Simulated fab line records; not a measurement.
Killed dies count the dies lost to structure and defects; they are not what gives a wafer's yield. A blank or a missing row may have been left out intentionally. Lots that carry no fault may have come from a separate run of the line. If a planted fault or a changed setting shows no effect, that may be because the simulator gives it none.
fab line records -- flow ritCmos
record: lots: 6, wafers: 18, lastDay: 6
route steps=202 shown NLDD@105 PLDD@114 M1@202
lots with no fault: from the same line, run without faults
startH: hours from the record's first day to the start of the lot's first wafer shown -- waitH: hours from the lot's prior step to this one -- " unchanged from the row above -- L1.1+2: one row covering several wafers at once -- - value missing, or start not given -- * or withheld: withheld -- < > ~ a bound
route shown NAME@n: names a module that has steps shown in the file, with the first one's number in the route -- usual: mean/standard deviation of fault-free wafers -- same: alike in all rows -- chamber/n: place in a boat -- sites: readings site by site -- _std_site: the standard deviation of these -- _edge_site: outer sites' mean less inner sites' -- radiusMm: how far each site lies from the wafer's centre -- mask NAME#n: copy n -- behind: the last tool/chamber to shape the wafer -- hold: what put the lot on hold/how long, in hours/how the hold closed -- device: which transistor (n, p or np) failed to switch -- end of line: the tests these same wafers got at the end of their route -- for a step that has no rows: nothing shown but its recipe -- killed: not the wafer's yield, but the dies lost to structure and defects at the first sort -- map: the dies of a wafer, with x for killed, . for not killed, _ for no die there
set.NAME: the setting as run; set.NAME@STEP: as run at that earlier step -- model.NAME: the simulator's own value behind a step, which no gauge read
lots seen at some steps along the route; tables by step, rows by wafer
services: when a tool's chamber went out of use (startH, in hours from the record's first day, below 0 if earlier), for how many hours, and the reason
== steps ==
step: RIT_NLDD_SOFTBAKE_02
recipe: resist: NOVOLAK, tempC: 90, timeS: 60
step: RIT_NLDD_EXPOSE_03
recipe: maskId: M7, na: 0.57, targetCdNm: 40700, doseMj: 250
step: RIT_NLDD_PEB_04
recipe: resist: NOVOLAK, tempC: withheld, timeS: withheld
step: RIT_NLDD_DEVELOP_05
recipe: resist: NOVOLAK, developTimeS: 50, devTempC: 23
step: RIT_NLDD_OVL_MEAS_06
usual: NLDD_OVL: 0.2/1.1
lot.wafer,tool,chamber,startH,waitH,NLDD_OVL[nm]
L995.3,overlay-02,-,41.46,-,1.3
L995.4,overlay-02,-,41.46,-,-0.9
L995.6,overlay-02,-,41.46,-,0.8
L997.2,overlay-01,-,51.19,-,0.0
L997.4,overlay-01,-,51.19,-,-0.4
L997.6,overlay-01,-,51.19,-,0.8
L104.1,overlay-01,-,86.09,-,1.3
L104.2,overlay-01,-,86.09,-,0.2
L104.6,overlay-01,-,86.09,-,1.8
L105.2,overlay-01,-,91.19,-,-0.4
L105.3,overlay-01,-,91.19,-,0.6
L105.6,overlay-01,-,91.19,-,0.1
L108.1,overlay-01,-,106.05,-,-0.4
L108.2,overlay-01,-,106.05,-,0.1
L108.3,overlay-01,-,106.05,-,0.3
L111.1,overlay-02,-,120.99,-,-0.3
L111.5,overlay-02,-,120.99,-,-0.8
L111.6,overlay-02,-,120.99,-,-2.1
step: RIT_NLDD_HARDBAKE_07
recipe: resist: NOVOLAK, tempC: 140, timeS: 60
step: RIT_NLDD_IMPLANT_08
recipe: species: P, energyKev: 20, doseCm2: 5e+14, tiltDeg: 7
step: RIT_NLDD_STRIP_09
recipe: chemistry: O2, timeS: 180, resist: NOVOLAK, platenTempC: withheld, powerW: 500, pressureMtorr: 4000, o2FlowSccm: 4000
usual: drypumpMotorCurrentA: 5.6/0.49
lot.wafer,tool,chamber,startH,waitH,drypumpMotorCurrentA,rfHoursCounterH
L995.3,plasmaAsher-03,0,41.98,0.1,6.7,-
L995.4,plasmaAsher-03,1,41.98,0.1,5.7,-
L995.6,plasmaAsher-03,1,41.98,0.1,5.7,-
L997.2,plasmaAsher-01,0,51.52,0.1,5.2,17
L997.4,plasmaAsher-01,0,51.52,0.1,5.2,-
L997.6,plasmaAsher-01,1,51.52,0.1,5.2,-
L104.1,plasmaAsher-03,1,86.44,0.1,5.7,47
L104.2,plasmaAsher-03,0,86.44,0.1,6.7,47
L104.6,plasmaAsher-03,1,86.44,0.1,5.7,-
L105.2,plasmaAsher-01,0,91.59,0.1,5.2,22
L105.3,plasmaAsher-01,1,91.59,0.1,5.2,-
L105.6,plasmaAsher-01,1,91.59,0.1,5.2,-
L108.1,plasmaAsher-04,0,106.38,0.1,5.9,48
L108.2,plasmaAsher-04,1,106.38,0.1,5.7,48
L108.3,plasmaAsher-04,0,106.38,0.1,5.9,-
L111.1,plasmaAsher-04,0,121.33,0.1,5.8,0
L111.5,plasmaAsher-04,0,121.33,0.1,5.8,-
L111.6,plasmaAsher-04,1,121.33,0.1,5.7,-
step: RIT_NLDD_TW_MEAS_10
usual: NLDD_TW: 2491/21
lot.wafer,tool,chamber,startH,waitH,NLDD_TW
L995.3,filmMetro-01,-,42.11,0.1,2503
L995.4,filmMetro-01,-,42.11,0.1,2491
L995.6,filmMetro-01,-,42.11,0.1,2501
L997.2,filmMetro-01,-,51.70,0.1,2492
L997.4,filmMetro-01,-,51.70,0.1,2495
L997.6,filmMetro-01,-,51.70,0.1,2499
L104.1,filmMetro-01,-,86.62,0.1,2498
L104.2,filmMetro-01,-,86.62,0.1,2501
L104.6,filmMetro-01,-,86.62,0.1,2493
L105.2,filmMetro-01,-,91.77,0.1,2490
L105.3,filmMetro-01,-,91.77,0.1,2495
L105.6,filmMetro-01,-,91.77,0.1,2492
L108.1,filmMetro-04,-,106.56,0.1,2461
L108.2,filmMetro-04,-,106.56,0.1,2470
L108.3,filmMetro-04,-,106.56,0.1,2466
L111.1,filmMetro-03,-,121.50,0.1,2508
L111.5,filmMetro-03,-,121.50,0.1,2499
L111.6,filmMetro-03,-,121.50,0.1,2509
step: RIT_PLDD_HMDS_00
recipe: primeTimeS: 60, primeTempC: 140
step: RIT_PLDD_COAT_01
recipe: resist: NOVOLAK, spinRpm: 3250, resistThkNm: 1000
step: RIT_PLDD_SOFTBAKE_02
recipe: resist: NOVOLAK, tempC: 90, timeS: 60
step: RIT_PLDD_EXPOSE_03
recipe: maskId: M8, na: 0.57, targetCdNm: 40900, doseMj: 250
lot.wafer,tool,chamber,startH,waitH,mask
L995.3+4+6,ilineStepper-01,0,42.77,0.2,M8#0
L997.2+4+6,ilineStepper-01,0,52.22,0.1,M8#0
L104.1+2+6,ilineStepper-02,0,87.13,0.1,M8#0
L105.2+3+6,ilineStepper-02,0,92.29,0.1,M8#0
L108.1+2+3,ilineStepper-01,0,107.19,0.2,M8#0
L111.1+5+6,ilineStepper-01,0,122.14,0.2,M8#0
step: RIT_PLDD_PEB_04
recipe: resist: NOVOLAK, tempC: withheld, timeS: withheld
step: RIT_PLDD_DEVELOP_05
recipe: resist: NOVOLAK, developTimeS: 50, devTempC: 23
step: RIT_PLDD_OVL_MEAS_06
usual: PLDD_OVL: 0.0/1.1
lot.wafer,tool,chamber,startH,waitH,PLDD_OVL[nm]
L995.3,overlay-02,-,43.14,-,0.4
L995.4,overlay-02,-,43.14,-,-0.9
L995.6,overlay-02,-,43.14,-,0.6
L997.2,overlay-01,-,52.61,-,0.9
L997.4,overlay-01,-,52.61,-,-1.4
L997.6,overlay-01,-,52.61,-,0.5
L104.1,overlay-01,-,87.53,-,1.8
L104.2,overlay-01,-,87.53,-,3.7
L104.6,overlay-01,-,87.53,-,4.5
L105.2,overlay-01,-,92.68,-,3.7
L105.3,overlay-01,-,92.68,-,4.2
L105.6,overlay-01,-,92.68,-,6.2
L108.1,overlay-01,-,107.59,-,-2.9
L108.2,overlay-01,-,107.59,-,-1.5
L108.3,overlay-01,-,107.59,-,-2.1
L111.1,overlay-02,-,122.54,-,0.3
L111.5,overlay-02,-,122.54,-,0.9
L111.6,overlay-02,-,122.54,-,-0.2
step: RIT_PLDD_HARDBAKE_07
recipe: resist: NOVOLAK, tempC: 140, timeS: 60
step: RIT_M1_PROBE_99
usual: killedAtContacts: 0.1/0.26, killedAtFrontEnd: 7.5/2.8, killedDies: 7.6/2.8, killedOnRim: 2.0/1.6, killedOpen: 3.9/2.1, killedShort: 3.7/1.7
same: grossDies: 264, killed_at_M0_to_M3: 0, killed_at_M4_up: 0, killedAtBackSide: 0, killedAtOther: 0
lot.wafer,tool,chamber,startH,waitH,killedAtContacts,killedAtFrontEnd,killedDies,killedOnRim,killedOpen,killedShort
L995.3,prober-01,-,57.64,0.2,0,11,11,4,5,6
L995.4,prober-01,-,57.69,0.2,0,14,14,5,7,7
L995.6,prober-01,-,57.79,0.2,0,5,5,1,2,3
L997.2,prober-01,-,66.66,0.1,0,14,14,6,8,6
L997.4,prober-01,-,66.76,0.2,0,4,4,2,1,3
L997.6,prober-01,-,66.86,0.2,0,10,10,1,6,4
L104.1,prober-02,-,101.71,0.1,1,7,8,1,4,4
L104.2,prober-02,-,101.76,0.1,0,7,7,1,3,4
L104.6,prober-02,-,101.96,0.2,0,7,7,0,3,4
L105.2,prober-01,-,107.28,0.1,0,7,7,0,4,3
L105.3,prober-01,-,107.33,0.2,0,5,5,1,3,2
L105.6,prober-01,-,107.48,0.2,0,6,6,2,2,4
L108.1,prober-02,-,121.46,0.1,0,8,8,2,5,3
L108.2,prober-02,-,121.51,0.1,0,7,7,0,2,3
L108.3,prober-02,-,121.56,0.2,0,4,4,0,2,2
L111.1,prober-01,-,136.31,0.1,0,5,5,2,2,3
L111.5,prober-01,-,136.51,0.2,0,6,6,4,4,2
L111.6,prober-01,-,136.56,0.2,0,5,5,1,2,3
killed by level:class
L995.3 FOX2:geometricParticle:open=2 GATE:geometricParticle:open=2 REOX:geometricParticle:short=2 SPACER:geometricParticle:short=2 GATE:geometricParticle:short=1 SPACER:geometricParticle:open=1 SILICIDE:geometricParticle:short=1
L995.4 GATE:geometricParticle:short=4 FOX1:geometricParticle:open=3 GATE:geometricParticle:open=3 FOX1:geometricParticle:short=1 FOX2:geometricParticle:short=1 SILICIDE:geometricParticle:short=1 SILICIDE:geometricParticle:open=1
L995.6 GATE:geometricParticle:short=2 FOX1:geometricParticle:open=1 FOX2:geometricParticle:short=1 GATE:geometricParticle:open=1
L997.2 SILICIDE:geometricParticle:open=3 FOX1:geometricParticle:open=2 FOX1:geometricParticle:short=2 GATE:geometricParticle:short=2 REOX:geometricParticle:open=2 REOX:geometricParticle:short=2 SPACER:geometricParticle:open=1
L997.4 FOX1:geometricParticle:open=1 FOX2:geometricParticle:short=1 REOX:geometricParticle:short=1 SILICIDE:geometricParticle:short=1
L997.6 FOX1:geometricParticle:short=3 FOX1:geometricParticle:open=2 SILICIDE:geometricParticle:open=2 FOX2:geometricParticle:short=1 FOX2:geometricParticle:open=1 REOX:geometricParticle:open=1
L104.1 GATE:geometricParticle:open=3 GATE:geometricParticle:short=2 FOX1:geometricParticle:open=1 REOX:geometricParticle:short=1 CONTACT:geometricParticle:short=1
L104.2 GATE:geometricParticle:short=2 FOX1:geometricParticle:short=1 FOX1:geometricParticle:open=1 GATE:geometricParticle:open=1 SPACER:geometricParticle:open=1 SPACER:geometricParticle:short=1
L104.6 REOX:geometricParticle:short=3 SILICIDE:geometricParticle:open=2 GATE:geometricParticle:short=1 REOX:geometricParticle:open=1
L105.2 GATE:geometricParticle:open=3 REOX:geometricParticle:short=2 REOX:geometricParticle:open=1 SILICIDE:geometricParticle:short=1
L105.3 FOX2:geometricParticle:short=1 GATE:geometricParticle:open=1 GATE:geometricParticle:short=1 REOX:geometricParticle:open=1 SPACER:geometricParticle:open=1
L105.6 GATE:geometricParticle:short=3 FOX1:geometricParticle:open=1 REOX:geometricParticle:short=1 SPACER:geometricParticle:open=1
L108.1 SPACER:geometricParticle:open=3 GATE:geometricParticle:short=2 GATE:geometricParticle:open=1 SPACER:geometricParticle:short=1 SILICIDE:geometricParticle:open=1
L108.2 PLDD:coatMicrobubblePrinted=2 GATE:geometricParticle:short=1 SPACER:geometricParticle:open=1 SPACER:geometricParticle:short=1 SILICIDE:geometricParticle:short=1 SILICIDE:geometricParticle:open=1
L108.3 SPACER:geometricParticle:open=2 SPACER:geometricParticle:short=2
L111.1 GATE:geometricParticle:short=2 SPACER:geometricParticle:open=1 SILICIDE:geometricParticle:open=1 SILICIDE:geometricParticle:short=1
L111.5 SPACER:geometricParticle:open=3 GATE:geometricParticle:short=1 SPACER:geometricParticle:short=1 SILICIDE:geometricParticle:open=1
L111.6 FOX1:geometricParticle:short=1 REOX:geometricParticle:open=1 SPACER:geometricParticle:short=1 SILICIDE:geometricParticle:short=1 SILICIDE:geometricParticle:open=1
== services ==
tool,chamber,startH,hours,kind
ilineStepper-02,0,20.19,-,calibration
plasmaAsher-04,-,108.75,9.0,pm
plasmaAsher-04,0,108.75,9.0,ventCycle
plasmaAsher-04,1,108.75,9.0,ventCycle
plasmaAsher-04,0,117.75,-,clean
plasmaAsher-04,1,117.75,-,clean
ilineStepper-02,-,121.21,1.4,repair
== key ==
firstSign: step: RIT_PLDD_OVL_MEAS_06, reading: PLDD_OVL, direction: up, sigmas: 3.6, usual: 0.0, struck: 4.0
effect none on later readings
metAt RIT_PLDD_EXPOSE_03
struckWafers L104.1,L104.2,L104.6,L105.2,L105.3,L105.6
testerLeftOut L104,L105
fault: kind: processParameterDrift, tool: ilineStepper-02, chamber: -, onsetH: 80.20, steps: RIT_PLDD_EXPOSE_03, channel: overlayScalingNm, offset: 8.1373, shape: step, endH: 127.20
testerLeftOut: of these lots the tester's yield and bins aren't shown, on N5 and GAA mostly nor the transistor test; their killed dies are dies lost to structure and defects alone, not to doping, threshold or leakage, so they don't give the yield
